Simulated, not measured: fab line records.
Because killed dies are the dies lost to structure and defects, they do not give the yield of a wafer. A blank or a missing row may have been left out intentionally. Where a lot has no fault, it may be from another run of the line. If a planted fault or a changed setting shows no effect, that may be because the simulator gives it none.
fab line records	flow rit_cmos
record lots=6	wafers=18	last_day=6
route steps=202 shown SPACER@128 NSD@131 PSD@142 SDANNEAL@153 PLDD@159 NLDD@160 SILICIDE@161 CONTACT@168 M1@202
lots untouched by any fault: they come from a run of this same line in which no faults occurred
start_h: hours from the record's opening day to when the first of the lot's shown wafers began	wait_h: hours since the lot's step before	" repeats the value in the row above	L1.1+2: one row covering several wafers at once	- no value, or no start given	* or withheld: withheld	< > ~ a bound
route shown NAME@n: names a module that has steps shown in the file, with the first one's number in the route	usual: average and standard deviation across the fault-free wafers	same: alike in all rows	chamber/n: place in a boat	sites: each site's reading	_std_site: the standard deviation of these	_edge_site: mean of outer sites minus mean of inner sites	radius_mm: for every site, how far away it sits from the centre of the wafer	mask NAME#n: copy n	behind: the most recent tool/chamber to have shaped the wafer	hold: reason for holding the lot/hours on hold/outcome of the hold	device: names the non-switching transistor (n, p or np)	end of line: the same wafers' tests at the end of the route	a step with no rows: only its recipe	killed: not the wafer's yield, but the dies lost to structure and defects at the first sort	map: dies across one wafer; x = killed, . = not, _ = none there
set.NAME: setting as actually run; set.NAME@STEP: the setting as run at that earlier step	model.NAME: the simulator's own value behind a step, which no gauge read
certain route steps with their lots: each step a table, each wafer a row
services: when a tool's chamber went out of use (start_h, in hours from the record's first day, below 0 if earlier), for how many hours, and the reason
## steps
# step RIT_SPACER_CVD_03
# recipe material=Si3N4	target_thk_nm=250	temp_c=810	precursor=SiH2Cl2/NH3	time_s=3300	pressure_mtorr=300	sih2cl2_flow_sccm=60	nh3_flow_sccm=150
# step RIT_SPACER_THK_MEAS_04
# recipe reads=Si3N4_of_SPACER_CVD_03
# usual SPACER_NITRIDE_THK=252.1/2.8
lot.wafer	tool	chamber	start_h	wait_h	SPACER_NITRIDE_THK[nm]
L185.2	film_metro-01	-	56.46	0.0	252.3
L185.4	"	-	"	"	252.8
L185.6	"	-	"	"	250.3
L186.2	film_metro-02	-	66.56	0.0	254.1
L186.3	"	-	"	"	254.5
L186.6	"	-	"	"	252.7
L189.2	film_metro-02	-	80.59	0.0	254.3
L189.5	"	-	"	"	255.6
L189.6	"	-	"	"	254.6
L190.2	film_metro-02	-	87.40	0.0	253.4
L190.4	"	-	"	"	251.5
L190.5	"	-	"	"	251.9
L193.1	film_metro-03	-	98.90	0.0	249.1
L193.2	"	-	"	"	250.0
L193.4	"	-	"	"	250.4
L199.1	film_metro-02	-	126.27	0.0	252.0
L199.4	"	-	"	"	254.4
L199.6	"	-	"	"	252.2
# step RIT_SPACER_ETCHBACK_05
# recipe target_depth_a=2500	SF6_flow_sccm=30	CHF3_flow_sccm=30	target=Si3N4	chemistry=SF6/CHF3	pressure_mtorr=40	rf_w=250	time_s=240	stop_on=SiO2
# usual CHF3_flow_sccm=30.00/0.081	SF6_flow_sccm=29.99/0.085	drypump_motor_current_A=5.9/0.41	oes_product_au=0.850/0.012	throttle_valve_pct=10.31/0.12
lot.wafer	tool	chamber	start_h	wait_h	CHF3_flow_sccm	SF6_flow_sccm	drypump_motor_current_A	oes_product_au	rf_hours_counter_h	throttle_valve_pct
L185.2	rie_diel-01	1	56.51	0.0	29.96	30.00	5.6	0.865	2	10.55
L185.4	"	0	"	"	30.00	30.01	5.6	0.869	163	10.27
L185.6	"	1	"	"	29.94	30.04	5.6	0.856	-	10.54
L186.2	rie_diel-02	3	66.61	0.0	30.03	30.07	5.8	0.860	64	10.45
L186.3	"	1	"	"	29.96	29.95	6.1	0.832	123	10.34
L186.6	"	2	"	"	29.99	30.00	5.7	0.851	-	10.18
L189.2	rie_diel-02	1	80.64	0.0	29.97	30.03	6.1	0.839	123	10.32
L189.5	"	3	"	"	29.98	30.06	5.8	0.867	-	10.45
L189.6	"	0	"	"	30.01	30.04	6.6	0.843	-	10.25
L190.2	rie_diel-04	2	87.45	0.0	30.01	29.92	5.5	0.853	1	10.11
L190.4	"	1	"	"	30.04	29.89	5.6	0.836	40	10.24
L190.5	"	1	"	"	29.99	29.72	5.6	0.846	-	10.24
L193.1	rie_diel-01	1	98.96	0.1	29.94	30.00	5.6	0.865	3	10.53
L193.2	"	3	"	"	29.95	29.88	5.2	0.846	137	10.24
L193.4	"	3	"	"	29.97	30.05	5.2	0.853	-	10.23
L199.1	rie_diel-01	0	126.33	0.1	30.07	29.97	5.6	0.858	0	10.28
L199.4	"	1	"	"	29.89	30.07	5.6	0.868	3	10.54
L199.6	"	2	"	"	30.11	29.99	6.3	0.853	-	10.21
# step RIT_NSD_HMDS_00
# recipe prime_time_s=60	prime_temp_c=140
# step RIT_NSD_COAT_01
# recipe resist=NOVOLAK	spin_rpm=3250	resist_thk_nm=1000
# step RIT_NSD_SOFTBAKE_02
# recipe resist=NOVOLAK	temp_c=90	time_s=60
# step RIT_NSD_EXPOSE_03
# recipe mask_id=M9	na=0.57	target_cd_nm=40700	dose_mj=250
# step RIT_NSD_PEB_04
# recipe resist=NOVOLAK	temp_c=withheld	time_s=withheld
# step RIT_NSD_DEVELOP_05
# recipe resist=NOVOLAK	develop_time_s=50	dev_temp_c=23
# step RIT_NSD_OVL_MEAS_06
# usual NSD_OVL=0.7/1.5
lot.wafer	tool	chamber	start_h	wait_h	NSD_OVL[nm]
L185.2	overlay-01	-	57.52	-	4.0
L185.4	"	-	"	"	2.3
L185.6	"	-	"	"	1.2
L186.2	overlay-02	-	67.74	-	-0.3
L186.3	"	-	"	"	1.4
L186.6	"	-	"	"	0.8
L189.2	overlay-02	-	81.65	-	-1.7
L189.5	"	-	"	"	1.5
L189.6	"	-	"	"	0.3
L190.2	overlay-02	-	88.58	-	0.7
L190.4	"	-	"	"	-1.7
L190.5	"	-	"	"	0.0
L193.1	overlay-01	-	100.08	-	1.6
L193.2	"	-	"	"	0.3
L193.4	"	-	"	"	-0.7
L199.1	overlay-01	-	127.33	-	1.8
L199.4	"	-	"	"	1.7
L199.6	"	-	"	"	0.1
# step RIT_NSD_HARDBAKE_07
# recipe resist=NOVOLAK	temp_c=140	time_s=60
# step RIT_NSD_IMPLANT_08
# recipe species=P	energy_kev=25	dose_cm2=1e+15	tilt_deg=7
# step RIT_NSD_STRIP_09
# recipe chemistry=O2	time_s=180	resist=NOVOLAK	platen_temp_c=withheld	power_w=500	pressure_mtorr=4000	o2_flow_sccm=4000
# usual drypump_motor_current_A=5.96/0.22
lot.wafer	tool	chamber	start_h	wait_h	drypump_motor_current_A	rf_hours_counter_h
L185.2	plasma_asher-02	1	57.85	0.1	5.88	41
L185.4	"	0	"	"	5.69	-
L185.6	"	0	"	"	5.68	-
L186.2	plasma_asher-04	0	68.07	0.1	6.18	26
L186.3	"	1	"	"	6.16	-
L186.6	"	1	"	"	6.19	-
L189.2	plasma_asher-02	1	81.98	0.1	5.87	44
L189.5	"	1	"	"	5.87	-
L189.6	"	0	"	"	5.69	-
L190.2	plasma_asher-04	1	88.91	0.1	6.18	28
L190.4	"	1	"	"	6.21	-
L190.5	"	1	"	"	6.19	-
L193.1	plasma_asher-04	1	100.42	0.1	6.20	30
L193.2	"	0	"	"	6.21	30
L193.4	"	0	"	"	6.21	-
L199.1	plasma_asher-01	0	127.67	0.1	5.80	49
L199.4	"	0	"	"	5.78	-
L199.6	"	1	"	"	5.76	-
# step RIT_NSD_TW_MEAS_10
# usual NSD_TW=3114/29
lot.wafer	tool	chamber	start_h	wait_h	NSD_TW
L185.2	film_metro-04	-	58.03	0.1	3146
L185.4	"	-	"	"	3155
L185.6	"	-	"	"	3138
L186.2	film_metro-04	-	68.26	0.1	3143
L186.3	"	-	"	"	3139
L186.6	"	-	"	"	3150
L189.2	film_metro-02	-	82.16	0.1	3099
L189.5	"	-	"	"	3085
L189.6	"	-	"	"	3089
L190.2	film_metro-03	-	89.10	0.1	3111
L190.4	"	-	"	"	3101
L190.5	"	-	"	"	3118
L193.1	film_metro-03	-	100.59	0.1	3094
L193.2	"	-	"	"	3098
L193.4	"	-	"	"	3081
L199.1	film_metro-02	-	127.84	0.1	3074
L199.4	"	-	"	"	3086
L199.6	"	-	"	"	3071
# step RIT_PSD_HMDS_00
# recipe prime_time_s=60	prime_temp_c=140
# step RIT_PSD_COAT_01
# recipe resist=NOVOLAK	spin_rpm=3250	resist_thk_nm=1000
# step RIT_PSD_SOFTBAKE_02
# recipe resist=NOVOLAK	temp_c=90	time_s=60
# step RIT_PSD_EXPOSE_03
# recipe mask_id=M10	na=0.57	target_cd_nm=40900	dose_mj=250
# step RIT_PSD_PEB_04
# recipe resist=NOVOLAK	temp_c=withheld	time_s=withheld
# step RIT_PSD_DEVELOP_05
# recipe resist=NOVOLAK	develop_time_s=50	dev_temp_c=23
# step RIT_PSD_OVL_MEAS_06
# usual PSD_OVL=0.3/1.2
lot.wafer	tool	chamber	start_h	wait_h	PSD_OVL[nm]
L185.2	overlay-02	-	58.94	-	-0.1
L185.4	"	-	"	"	1.6
L185.6	"	-	"	"	0.8
L186.2	overlay-02	-	69.16	-	-1.8
L186.3	"	-	"	"	-1.4
L186.6	"	-	"	"	-0.8
L189.2	overlay-01	-	83.33	-	1.8
L189.5	"	-	"	"	2.0
L189.6	"	-	"	"	-0.8
L190.2	overlay-02	-	90.01	-	-1.2
L190.4	"	-	"	"	-1.6
L190.5	"	-	"	"	-2.0
L193.1	overlay-02	-	101.76	-	0.1
L193.2	"	-	"	"	0.5
L193.4	"	-	"	"	-0.1
L199.1	overlay-02	-	128.88	-	0.6
L199.4	"	-	"	"	-0.7
L199.6	"	-	"	"	-1.4
# step RIT_PSD_HARDBAKE_07
# recipe resist=NOVOLAK	temp_c=140	time_s=60
# step RIT_PSD_IMPLANT_08
# recipe species=BF2	energy_kev=27	dose_cm2=5e+15	tilt_deg=7
# step RIT_PSD_STRIP_09
# recipe chemistry=O2	time_s=180	resist=NOVOLAK	platen_temp_c=withheld	power_w=500	pressure_mtorr=4000	o2_flow_sccm=4000
# step RIT_PSD_TW_MEAS_10
# usual PSD_TW=3416/35
lot.wafer	tool	chamber	start_h	wait_h	PSD_TW
L185.2	film_metro-03	-	59.45	0.1	3379
L185.4	"	-	"	"	3382
L185.6	"	-	"	"	3380
L186.2	film_metro-02	-	69.68	0.1	3374
L186.3	"	-	"	"	3392
L186.6	"	-	"	"	3412
L189.2	film_metro-04	-	83.84	0.1	3453
L189.5	"	-	"	"	3465
L189.6	"	-	"	"	3472
L190.2	film_metro-03	-	90.52	0.1	3402
L190.4	"	-	"	"	3407
L190.5	"	-	"	"	3385
L193.1	film_metro-03	-	102.27	0.1	3396
L193.2	"	-	"	"	3406
L193.4	"	-	"	"	3391
L199.1	film_metro-03	-	129.39	0.1	3395
L199.4	"	-	"	"	3389
L199.6	"	-	"	"	3404
# step RIT_SDANNEAL_CLEAN_00
# recipe chemistry=SC1	mix=3:3:50	time_s=600	temp_c=75
# step RIT_SDANNEAL_CLEAN_01
# recipe chemistry=dHF	dilution=50:1	time_s=30
# step RIT_SDANNEAL_CLEAN_02
# recipe chemistry=SC2	mix=3:3:50	time_s=600	temp_c=75	dry=n2_spin
# step RIT_SDANNEAL_RTA_03
# recipe temp_c=1050	time_s=5	idle_temp_c=600	ramp_up_c_per_s=342	ramp_down_c_per_s=171	cool_to_c=600	ambient=N2
# step RIT_SDANNEAL_RS_MEAS_04
# recipe thk_meas_gauge=four-point-probe
# usual PSD_RS=115.79/0.26
lot.wafer	tool	chamber	start_h	wait_h	PSD_RS[ohm/sq]
L185.2	film_metro-03	-	60.05	0.1	115.57
L185.4	"	-	"	"	115.40
L185.6	"	-	"	"	115.63
L186.2	film_metro-02	-	70.17	0.1	115.97
L186.3	"	-	"	"	115.78
L186.6	"	-	"	"	115.71
L189.2	film_metro-03	-	84.34	0.1	115.98
L189.5	"	-	"	"	115.99
L189.6	"	-	"	"	115.92
L190.2	film_metro-03	-	91.02	0.1	115.74
L190.4	"	-	"	"	115.50
L190.5	"	-	"	"	115.32
L193.1	film_metro-04	-	102.76	0.0	115.88
L193.2	"	-	"	"	116.13
L193.4	"	-	"	"	115.92
L199.1	film_metro-03	-	129.87	0.0	115.42
L199.4	"	-	"	"	115.96
L199.6	"	-	"	"	116.09
# step RIT_SDANNEAL_RS_MEAS_05
# recipe thk_meas_gauge=four-point-probe
# usual NSD_RS=84.5/0.31
lot.wafer	tool	chamber	start_h	wait_h	NSD_RS[ohm/sq]
L185.2	film_metro-03	-	60.17	0.1	84.3
L185.4	"	-	"	"	84.1
L185.6	"	-	"	"	84.0
L186.2	film_metro-02	-	70.29	0.1	84.6
L186.3	"	-	"	"	84.5
L186.6	"	-	"	"	84.3
L189.2	film_metro-03	-	84.46	0.1	84.3
L189.5	"	-	"	"	84.5
L189.6	"	-	"	"	84.1
L190.2	film_metro-03	-	91.14	0.1	84.4
L190.4	"	-	"	"	84.5
L190.5	"	-	"	"	84.1
L193.1	film_metro-04	-	102.88	0.1	84.4
L193.2	"	-	"	"	84.2
L193.4	"	-	"	"	84.7
L199.1	film_metro-03	-	129.99	0.1	85.0
L199.4	"	-	"	"	84.6
L199.6	"	-	"	"	84.7
# step RIT_SDANNEAL_RS_MEAS_06
# recipe thk_meas_gauge=four-point-probe
# usual PLDD_RS=178.5/0.6
lot.wafer	tool	chamber	start_h	wait_h	PLDD_RS[ohm/sq]
L185.2	film_metro-03	-	60.29	0.1	178.3
L185.4	"	-	"	"	177.8
L185.6	"	-	"	"	178.3
L186.2	film_metro-02	-	70.41	0.1	178.3
L186.3	"	-	"	"	178.7
L186.6	"	-	"	"	177.9
L189.2	film_metro-03	-	84.58	0.1	178.8
L189.5	"	-	"	"	178.9
L189.6	"	-	"	"	179.1
L190.2	film_metro-03	-	91.26	0.1	177.7
L190.4	"	-	"	"	178.6
L190.5	"	-	"	"	178.2
L193.1	film_metro-04	-	103.00	0.1	179.0
L193.2	"	-	"	"	179.0
L193.4	"	-	"	"	179.1
L199.1	film_metro-03	-	130.11	0.1	178.2
L199.4	"	-	"	"	178.3
L199.6	"	-	"	"	178.3
# step RIT_SDANNEAL_RS_MEAS_07
# recipe thk_meas_gauge=four-point-probe
# usual NLDD_RS=151.5/0.54
lot.wafer	tool	chamber	start_h	wait_h	NLDD_RS[ohm/sq]
L185.2	film_metro-03	-	60.41	0.1	150.9
L185.4	"	-	"	"	150.6
L185.6	"	-	"	"	151.7
L186.2	film_metro-02	-	70.53	0.1	152.0
L186.3	"	-	"	"	151.6
L186.6	"	-	"	"	151.7
L189.2	film_metro-03	-	84.70	0.1	151.3
L189.5	"	-	"	"	151.1
L189.6	"	-	"	"	152.0
L190.2	film_metro-03	-	91.38	0.1	151.5
L190.4	"	-	"	"	150.7
L190.5	"	-	"	"	150.9
L193.1	film_metro-04	-	103.12	0.1	152.1
L193.2	"	-	"	"	152.4
L193.4	"	-	"	"	152.0
L199.1	film_metro-03	-	130.23	0.1	151.0
L199.4	"	-	"	"	151.2
L199.6	"	-	"	"	151.7
# step RIT_SILICIDE_WET_ETCH_00
# recipe chemistry=BOE	target=SiO2	target_depth_nm=14	time_s=15	dry=n2_spin	dilution=10:1	temp_c=21.5
# step RIT_SILICIDE_SPUTTER_01
# recipe material=Ti	target_thk_nm=30	power_w=350	chamber_pressure_pa=0.667	gas=Ar	time_s=240	substrate_temp_c=25
# usual throttle_valve_pct=29.9/1.2
lot.wafer	tool	chamber	start_h	wait_h	throttle_valve_pct
L185.2	pvd_sputter-03	-	60.53	0.0	31.7
L185.4	"	-	"	"	29.6
L185.6	"	-	"	"	31.4
L186.2	pvd_sputter-04	-	70.65	0.0	29.2
L186.3	"	-	"	"	29.0
L186.6	"	-	"	"	28.1
L189.2	pvd_sputter-01	-	84.81	0.0	30.6
L189.5	"	-	"	"	30.5
L189.6	"	-	"	"	30.8
L190.2	pvd_sputter-04	-	91.49	0.0	28.4
L190.4	"	-	"	"	29.3
L190.5	"	-	"	"	28.5
L193.1	pvd_sputter-04	-	103.25	0.0	29.2
L193.2	"	-	"	"	29.1
L193.4	"	-	"	"	29.5
L199.1	pvd_sputter-03	-	130.36	0.0	31.3
L199.4	"	-	"	"	32.1
L199.6	"	-	"	"	31.5
# step RIT_SILICIDE_RS_MEAS_02
# recipe thk_meas_gauge=four-point-probe	reads=Ti_of_SILICIDE_SPUTTER_01
# usual SILICIDE_TI_RS=47.8/0.64
lot.wafer	tool	chamber	start_h	wait_h	SILICIDE_TI_RS[ohm/sq]
L185.2	film_metro-02	-	60.70	0.1	47.9
L185.4	"	-	"	"	47.9
L185.6	"	-	"	"	47.8
L186.2	film_metro-01	-	70.82	0.1	47.7
L186.3	"	-	"	"	47.3
L186.6	"	-	"	"	47.6
L189.2	film_metro-01	-	84.98	0.1	46.9
L189.5	"	-	"	"	47.2
L189.6	"	-	"	"	48.4
L190.2	film_metro-01	-	91.66	0.1	48.2
L190.4	"	-	"	"	49.0
L190.5	"	-	"	"	48.5
L193.1	film_metro-01	-	103.40	0.1	48.8
L193.2	"	-	"	"	49.6
L193.4	"	-	"	"	48.8
L199.1	film_metro-02	-	130.51	0.1	47.7
L199.4	"	-	"	"	48.4
L199.6	"	-	"	"	47.7
# step RIT_SILICIDE_THK_MEAS_03
# recipe thk_meas_gauge=xrf	reads=Ti_of_SILICIDE_SPUTTER_01
# usual SILICIDE_TI_THK=29.5/0.34
lot.wafer	tool	chamber	start_h	wait_h	SILICIDE_TI_THK[nm]
L185.2	film_metro-02	-	60.81	0.1	29.7
L185.4	"	-	"	"	29.6
L185.6	"	-	"	"	29.6
L186.2	film_metro-01	-	70.93	0.1	29.4
L186.3	"	-	"	"	29.5
L186.6	"	-	"	"	29.2
L189.2	film_metro-01	-	85.09	0.1	29.9
L189.5	"	-	"	"	29.9
L189.6	"	-	"	"	29.2
L190.2	film_metro-01	-	91.77	0.1	29.2
L190.4	"	-	"	"	28.9
L190.5	"	-	"	"	29.2
L193.1	film_metro-01	-	103.52	0.1	29.1
L193.2	"	-	"	"	28.7
L193.4	"	-	"	"	29.0
L199.1	film_metro-02	-	130.63	0.1	29.6
L199.4	"	-	"	"	29.1
L199.6	"	-	"	"	29.5
# step RIT_SILICIDE_RTA_04
# recipe temp_c=650	time_s=10	idle_temp_c=25	ramp_up_s=5	ramp_down_s=5	cool_to_c=25	ambient=N2
# usual wafer_temp_C_max=653.2/1
lot.wafer	tool	chamber	start_h	wait_h	wafer_temp_C_max
L185.2	rtp_anneal-01	0	60.87	0.1	654.2
L185.4	"	0	"	"	655.3
L185.6	"	0	"	"	653.4
L186.2	rtp_anneal-02	0	71.00	0.1	652.3
L186.3	"	0	"	"	653.1
L186.6	"	0	"	"	653.6
L189.2	rtp_anneal-01	0	85.15	0.1	654.7
L189.5	"	0	"	"	654.0
L189.6	"	0	"	"	654.4
L190.2	rtp_anneal-02	0	91.83	0.1	653.0
L190.4	"	0	"	"	653.3
L190.5	"	0	"	"	651.5
L193.1	rtp_anneal-01	0	103.58	0.1	654.5
L193.2	"	0	"	"	654.3
L193.4	"	0	"	"	653.7
L199.1	rtp_anneal-01	0	130.69	0.1	652.6
L199.4	"	0	"	"	654.8
L199.6	"	0	"	"	653.5
# step RIT_SILICIDE_WET_ETCH_05
# recipe chemistry=SPM	target=Ti	temp_c=90	time_s=120	dry=n2_spin
# step RIT_SILICIDE_RTA_06
# recipe temp_c=750	time_s=10	idle_temp_c=25	ramp_up_s=5	ramp_down_s=10	cool_to_c=25	ambient=N2
# usual wafer_temp_C_max=753.4/0.98
lot.wafer	tool	chamber	start_h	wait_h	wafer_temp_C_max
L185.2	rtp_anneal-02	0	60.99	0.0	754.2
L185.4	"	0	"	"	753.6
L185.6	"	0	"	"	752.6
L186.2	rtp_anneal-01	0	71.16	0.0	755.9
L186.3	"	0	"	"	753.8
L186.6	"	0	"	"	754.6
L189.2	rtp_anneal-02	0	85.26	0.0	752.8
L189.5	"	0	"	"	753.5
L189.6	"	0	"	"	752.6
L190.2	rtp_anneal-01	0	91.94	0.0	753.4
L190.4	"	0	"	"	754.1
L190.5	"	0	"	"	754.2
L193.1	rtp_anneal-02	0	103.69	0.0	752.5
L193.2	"	0	"	"	752.3
L193.4	"	0	"	"	754.7
L199.1	rtp_anneal-02	0	130.80	0.0	752.5
L199.4	"	0	"	"	752.7
L199.6	"	0	"	"	752.8
# step RIT_CONTACT_CVD_00
# recipe material=SiO2	target_thk_nm=400	precursor=TEOS	temp_c=390	time_s=61	rf_w=400
# usual heater_power_w=307/41
lot.wafer	tool	chamber	start_h	wait_h	heater_power_w
L185.2	pecvd-04	2	61.10	0.1	340
L185.4	"	1	"	"	268
L185.6	"	2	"	"	332
L186.2	pecvd-02	1	71.22	0.0	300
L186.3	"	0	"	"	315
L186.6	"	0	"	"	329
L189.2	pecvd-02	0	85.32	0.0	321
L189.5	"	0	"	"	339
L189.6	"	2	"	"	358
L190.2	pecvd-03	0	91.99	0.0	340
L190.4	"	1	"	"	319
L190.5	"	0	"	"	352
L193.1	pecvd-03	0	103.76	0.1	320
L193.2	"	2	"	"	260
L193.4	"	1	"	"	317
L199.1	pecvd-03	2	130.87	0.1	301
L199.4	"	1	"	"	323
L199.6	"	0	"	"	297
# step RIT_CONTACT_THK_MEAS_01
# recipe reads=SiO2_of_CONTACT_CVD_00
# usual CONTACT_TEOS_THK=400/5.6
lot.wafer	tool	chamber	start_h	wait_h	CONTACT_TEOS_THK[nm]
L185.2	film_metro-03	-	61.16	0.0	392
L185.4	"	-	"	"	398
L185.6	"	-	"	"	398
L186.2	film_metro-04	-	71.28	0.0	399
L186.3	"	-	"	"	403
L186.6	"	-	"	"	416
L189.2	film_metro-03	-	85.38	0.0	398
L189.5	"	-	"	"	405
L189.6	"	-	"	"	400
L190.2	film_metro-04	-	92.06	0.0	400
L190.4	"	-	"	"	407
L190.5	"	-	"	"	402
L193.1	film_metro-01	-	103.81	0.0	402
L193.2	"	-	"	"	397
L193.4	"	-	"	"	405
L199.1	film_metro-01	-	130.92	0.0	396
L199.4	"	-	"	"	403
L199.6	"	-	"	"	401
# step RIT_M1_PROBE_99
# usual killed_at_contacts=0.1/0.36	killed_at_front_end=7/3.1	killed_dies=7/3.1	killed_on_rim=1.9/1.4	killed_open=3.6/2.1	killed_short=3.2/1.9
# same gross_dies=264	killed_at_M0_to_M3=0	killed_at_M4_up=0	killed_at_back_side=0	killed_at_other=0
lot.wafer	tool	chamber	start_h	wait_h	killed_at_contacts	killed_at_front_end	killed_dies	killed_on_rim	killed_open	killed_short
L190.2	prober-01	-	98.47	0.1	0	32	32	9	3	6
L190.4	prober-01	-	98.57	0.2	0	32	32	12	6	2
L190.5	prober-01	-	98.62	0.2	0	35	35	10	2	6
L193.1	prober-02	-	110.16	0.1	0	23	23	9	1	2
L193.2	prober-02	-	110.21	0.1	1	4	5	3	2	3
L193.4	prober-02	-	110.31	0.2	0	5	5	2	2	3
# killed by level:class
L190.2 NSD:unspecified=23 FOX1:geometric_particle:short=2 REOX:geometric_particle:short=2 FOX1:geometric_particle:open=1 FOX2:geometric_particle:open=1 GATE:geometric_particle:short=1 SILICIDE:geometric_particle:short=1 SILICIDE:geometric_particle:open=1
L190.4 NSD:unspecified=24 FOX1:geometric_particle:open=2 REOX:geometric_particle:open=2 FOX2:geometric_particle:open=1 FOX2:geometric_particle:short=1 SILICIDE:geometric_particle:short=1 SILICIDE:geometric_particle:open=1
L190.5 NSD:unspecified=27 GATE:geometric_particle:short=3 REOX:geometric_particle:short=2 FOX1:geometric_particle:short=1 GATE:geometric_particle:open=1 SPACER:geometric_particle:open=1
L193.1 NSD:unspecified=20 GATE:geometric_particle:short=1 GATE:geometric_particle:open=1 SPACER:geometric_particle:short=1
L193.2 FOX1:geometric_particle:short=1 FOX2:geometric_particle:open=1 FOX2:geometric_particle:short=1 GATE:geometric_particle:open=1 CONTACT:geometric_particle:short=1
L193.4 FOX1:geometric_particle:open=1 FOX2:geometric_particle:open=1 FOX2:geometric_particle:short=1 REOX:geometric_particle:short=1 SILICIDE:geometric_particle:short=1
# map L190.5 (x killed, . not)
________......x_______
_____.............____
____...............___
___.................__
__..................._
__........x...x...x.._
_...x..............x..
_..............x......
_...............x.xx.x
_...............xxxxxx
__.............xxxxxx_
__..............xxxxx_
___........xx...xxxx__
____..............x___
_____.............____
________......._______
# map L193.1 (x killed, . not)
________......._______
_____.............____
____...............___
___.................__
__..................._
__................x.._
_..................x..
_....x................
_................xx.xx
_................xxxxx
__................xxx_
__...............xxxx_
___.............x.xx__
____..............x___
_____.............____
________......._______
## services
tool	chamber	start_h	hours	kind
pecvd-04	2	38.61	5.4	repair
rie_diel-04	2	40.29	-	clean
rie_diel-04	2	40.29	16.3	scheduled_down
rie_diel-04	2	40.29	16.3	vent_cycle
rie_diel-02	3	55.19	4.0	repair
rie_diel-01	0	81.73	-	clean
rie_diel-01	0	81.73	23.5	scheduled_down
rie_diel-01	0	81.73	23.5	vent_cycle
pvd_sputter-04	-	85.20	2.1	repair
rie_diel-04	1	92.24	16.2	repair
rie_diel-02	2	97.89	-	clean
rie_diel-02	2	97.89	17.9	scheduled_down
rie_diel-02	2	97.89	17.9	vent_cycle
plasma_asher-04	-	105.75	0.9	repair
plasma_asher-02	-	108.75	9.0	pm
plasma_asher-02	0	108.75	9.0	vent_cycle
plasma_asher-02	1	108.75	9.0	vent_cycle
plasma_asher-02	0	117.75	-	clean
plasma_asher-02	1	117.75	-	clean
pvd_sputter-01	-	119.25	3.4	repair
## key
first_sign step=RIT_M1_PROBE_99	reading=killed_dies	direction=up	sigmas=7.7	usual=7	struck=30
effect step=RIT_M1_PROBE_99	reading=killed_at_front_end	direction=up	sigmas=7.7	usual=7	struck=30
met_at RIT_NSD_STRIP_09
struck_wafers L190.2,L190.4,L190.5,L193.1
tester_left_out L190,L193
onset_between 68.07 88.91
fault kind=chamber_particle_source	tool=plasma_asher-04	chamber=1	onset_h=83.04	steps=RIT_NSD_STRIP_09	rate_per_visit_cm2=0.96846	end_h=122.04
# tester_left_out: of these lots the tester's yield and bins aren't shown, on N5 and GAA mostly nor the transistor test; their killed dies are dies lost to structure and defects alone, not to doping, threshold or leakage, so they don't give the yield
